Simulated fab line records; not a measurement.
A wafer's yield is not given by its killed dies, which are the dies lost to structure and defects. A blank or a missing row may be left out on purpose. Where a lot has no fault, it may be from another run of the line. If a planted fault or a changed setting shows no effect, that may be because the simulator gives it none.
Problem report, 8D (eight disciplines) form, completed by code ; flow berkeley-cmos170 ; the parts of the form that need people (team, actions taken, sign-off) are left out

## 1. THE PROBLEM
A mean of 0.780 a.u. is read at UCB170_SPACER_ETCHBACK_03 for oes-product-au, taken on 1 wafer of 1 lot, against 0.905 a.u. (standard deviation 0.016) on wafers free of any fault. That is -7.8 standard deviations from the usual mean.
The step: etches SiO2 in CHF3/CF4/Ar, stops on Si, target depth 376 nm, time 100 s.
The first sign was on wafer L396.1 at day 9 11:59, on rie-diel-04. Wafers with a number at this step in the record: 38, from 13 lots. Rule for "out", or "out of limits": more than 4 standard deviations from the usual mean. All remaining wafers that have a number are taken as sound.

## 2. WHAT THIS IS AND IS NOT
question;is;is not
which readings at this step;oes-product-au;drypump-motor-current-A, throttle-valve-pct
which lots;L396;L387, L388, L389, L392, L393, L394, L402, L403, L405, L406, L407, L408
which wafers of those lots;L396.1;L396.2
read on which tools;rie-diel-04;rie-diel-01, rie-diel-02
when;from day 9 11:59;"up to then (19 sound wafers); but 18 sound wafers of L402, L403, L405, L406, L407, L408 came after"

## 3. SUSPECTS, AND WHAT RULES EACH OUT
Counting: if a tool at a process step up to the reading ran every lot that is out, it stays a suspect. Sound lots after the first of them don't rule it out here, since some wafers of a struck lot are sound.
- plasma-asher-03 at UCB170_GATE_STRIP_16 (strips in O2): kept. It ran the lot that is out, L396 (day 8 22:14); its last sound lot up to then is L393 (day 7 19:34).
- plasma-asher-04 at UCB170_PLDD_STRIP_10 (strips in O2): kept. It ran the lot that is out, L396 (day 9 00:15); its last sound lot up to then is L394 (day 8 13:37).
- rie-diel-04 at UCB170_SPACER_ETCHBACK_03 (etches SiO2 in CHF3/CF4/Ar, stops on Si, target depth 376 nm, time 100 s): kept. It ran the lot that is out, L396 (day 9 11:59); its last sound lot up to then is L393 (day 8 03:19). Out on those wafers are its own readings of oes-product-au.
- At UCB170_GATE_STRIP_16 on plasma-asher-03, chamber 0 took the sound wafers of the same lots and chamber 1 took the wafers that are out.
- At UCB170_PLDD_STRIP_10 on plasma-asher-04, chamber 0 took the sound wafers of the same lots and chamber 1 took the wafers that are out.
- At UCB170_SPACER_ETCHBACK_03 on rie-diel-04, chamber 1 took the sound wafers of the same lots and chamber 0 took the wafers that are out.
Still standing after the count: plasma-asher-03 at UCB170_GATE_STRIP_16, plasma-asher-04 at UCB170_PLDD_STRIP_10, rie-diel-04 at UCB170_SPACER_ETCHBACK_03.

## 4. THE CAUSE (what the simulator had put in)
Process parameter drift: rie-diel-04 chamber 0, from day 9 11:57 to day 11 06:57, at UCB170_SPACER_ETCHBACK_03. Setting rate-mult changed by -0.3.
Counting leaves 3 suspects; this tool is one of them.

## 5. THE CHAIN OF EFFECTS, in route order
Each row: a reading whose mean over the struck wafers that have a number lies more than 3 standard deviations from the usual. Only readings whose record carries a usual standard deviation are examined. hours: median over the lots of the time between each lot's start at the first step of this table that gives one and its start at this step. sigmas: the change, counted in usual standard deviations.
hours;step;reading;usual;on struck wafers;change;sigmas
0;UCB170_SPACER_ETCHBACK_03;oes-product-au;0.905 a.u.;0.780;-0.125;-7.8
Here are the process steps it includes:
- UCB170_SPACER_ETCHBACK_03: etches SiO2 in CHF3/CF4/Ar, stops on Si, target depth 376 nm, time 100 s.

## 6. HOW IT WOULD HAVE BEEN CAUGHT EARLIER
The fault began at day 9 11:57; the first out-of-limits reading in this record came at day 9 11:59, 0 hours later.
